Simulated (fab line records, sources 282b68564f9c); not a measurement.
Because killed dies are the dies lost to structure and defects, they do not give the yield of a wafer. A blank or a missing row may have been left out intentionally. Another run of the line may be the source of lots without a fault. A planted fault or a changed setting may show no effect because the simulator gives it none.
Which tool did it? :: flow rit-cmos :: 15 lots, 45 wafers sampled, at 2 steps of a route of 202

## WHAT EACH GAUGE READ, for each wafer
RIT_FOX2_THK_MEAS_91. Usual: FIELD_OXIDE_LEFT_2_THK 253 nm, standard deviation 8.2.
lot: L554
measured: day 2 09:57
on: film-metro-01
FIELD_OXIDE_LEFT_2_THK (nm): 245 244 246
flag: 

lot: L555
measured: day 2 13:54
on: film-metro-03
FIELD_OXIDE_LEFT_2_THK (nm): 245 244 243
flag: 

lot: L556
measured: day 2 21:20
on: film-metro-02
FIELD_OXIDE_LEFT_2_THK (nm): 250 248 249
flag: 

lot: L557
measured: day 3 00:32
on: film-metro-02
FIELD_OXIDE_LEFT_2_THK (nm): 249 248 246
flag: 

lot: L559
measured: day 3 10:47
on: film-metro-01
FIELD_OXIDE_LEFT_2_THK (nm): 267 269 272
flag: 

lot: L561
measured: day 3 20:53
on: film-metro-03
FIELD_OXIDE_LEFT_2_THK (nm): 265 265 257
flag: 

lot: L562
measured: day 4 01:59
on: film-metro-02
FIELD_OXIDE_LEFT_2_THK (nm): 271 273 274
flag: 

lot: L563
measured: day 4 08:25
on: film-metro-01
FIELD_OXIDE_LEFT_2_THK (nm): 245 256 253
flag: 

lot: L564
measured: day 4 16:24
on: film-metro-01
FIELD_OXIDE_LEFT_2_THK (nm): 248 248 247
flag: 

lot: L565
measured: day 4 20:37
on: film-metro-02
FIELD_OXIDE_LEFT_2_THK (nm): 241 244 239
flag: 

lot: L568
measured: day 5 09:16
on: film-metro-02
FIELD_OXIDE_LEFT_2_THK (nm): 250 253 251
flag: 

lot: L569
measured: day 5 12:11
on: film-metro-03
FIELD_OXIDE_LEFT_2_THK (nm): 247 248 248
flag: 

lot: L570
measured: day 5 17:22
on: film-metro-01
FIELD_OXIDE_LEFT_2_THK (nm): 248 256 253
flag: 

lot: L573
measured: day 6 08:28
on: film-metro-03
FIELD_OXIDE_LEFT_2_THK (nm): 252 255 252
flag: 

lot: L574
measured: day 6 13:11
on: film-metro-02
FIELD_OXIDE_LEFT_2_THK (nm): 257 261 259
flag: 

RIT_GATE_OVL_MEAS_17. Usual: GATE_OVL -0.7 nm, standard deviation 1.6.
lot: L554
measured: day 2 17:36
on: overlay-01
GATE_OVL (nm): -2.6 -0.6 -1.6
flag: 

lot: L555
measured: day 2 18:05
on: overlay-02
GATE_OVL (nm): -0.9 -1.7 -0.6
flag: 

lot: L556
measured: day 3 01:52
on: overlay-02
GATE_OVL (nm): 0.5 1.6 0.1
flag: 

lot: L557
measured: day 3 05:37
on: overlay-02
GATE_OVL (nm): 2.5 2.8 3.0
flag: 

lot: L559
measured: day 3 15:54
on: overlay-02
GATE_OVL (nm): 0.7 1.0 2.3
flag: 

lot: L561
measured: day 4 05:21
on: overlay-02
GATE_OVL (nm): -0.4 1.2 -1.4
flag: 

lot: L562
measured: day 4 08:09
on: overlay-02
GATE_OVL (nm): -1.0 0.4 -0.9
flag: 

lot: L563
measured: day 4 13:01
on: overlay-01
GATE_OVL (nm): -0.6 -0.1 -0.2
flag: 

lot: L564
measured: day 4 23:01
on: overlay-02
GATE_OVL (nm): -0.9 -1.0 0.1
flag: 

lot: L565
measured: day 5 02:20
on: overlay-01
GATE_OVL (nm): -1.5 -1.3 -4.9
flag: 

lot: L568
measured: day 5 16:47
on: overlay-02
GATE_OVL (nm): -3.0 -1.5 -1.0
flag: 

lot: L569
measured: day 5 17:31
on: overlay-02
GATE_OVL (nm): -2.0 -1.3 -0.2
flag: 

lot: L570
measured: day 5 22:38
on: overlay-01
GATE_OVL (nm): 0.2 -1.2 -0.1
flag: 

lot: L573
measured: day 6 13:22
on: overlay-01
GATE_OVL (nm): 1.2 0.4 2.1
flag: 

lot: L574
measured: day 6 20:20
on: overlay-02
GATE_OVL (nm): -3.3 -3.0 -2.1
flag: 

## EACH LOT AND THE TOOL THAT RAN IT (in order: tool; ch and the chambers of the sampled wafers; start)
No process step before these readings appears in the record.

## WHAT THE TOOLS THEMSELVES READ (means of the sampled wafers that have a number; where no wafer has one, the mark that the record gives instead)
The record holds no such reading with a usual standard deviation.

## THE ANSWER, worked out from the rows above alone
Rule: a lot counts as off when the mean over its wafers that have a number is more than 3 standard deviations away from the usual mean. A lot without any number at a reading at which 4 lots or more have one is off too. Where the step has rows for the other lots, those lots are counted as sound. Order of review: gauges by route order, followed by the tools' own readings, for which a lot's mean as printed above is used. The first step at which some lot is off is used, and at that step the reading that is off furthest; a lot without a number counts as furthest.
Across all readings shown, no lot is off: no conclusion can be drawn from this.

## WHAT THE SIMULATOR HAD PUT IN
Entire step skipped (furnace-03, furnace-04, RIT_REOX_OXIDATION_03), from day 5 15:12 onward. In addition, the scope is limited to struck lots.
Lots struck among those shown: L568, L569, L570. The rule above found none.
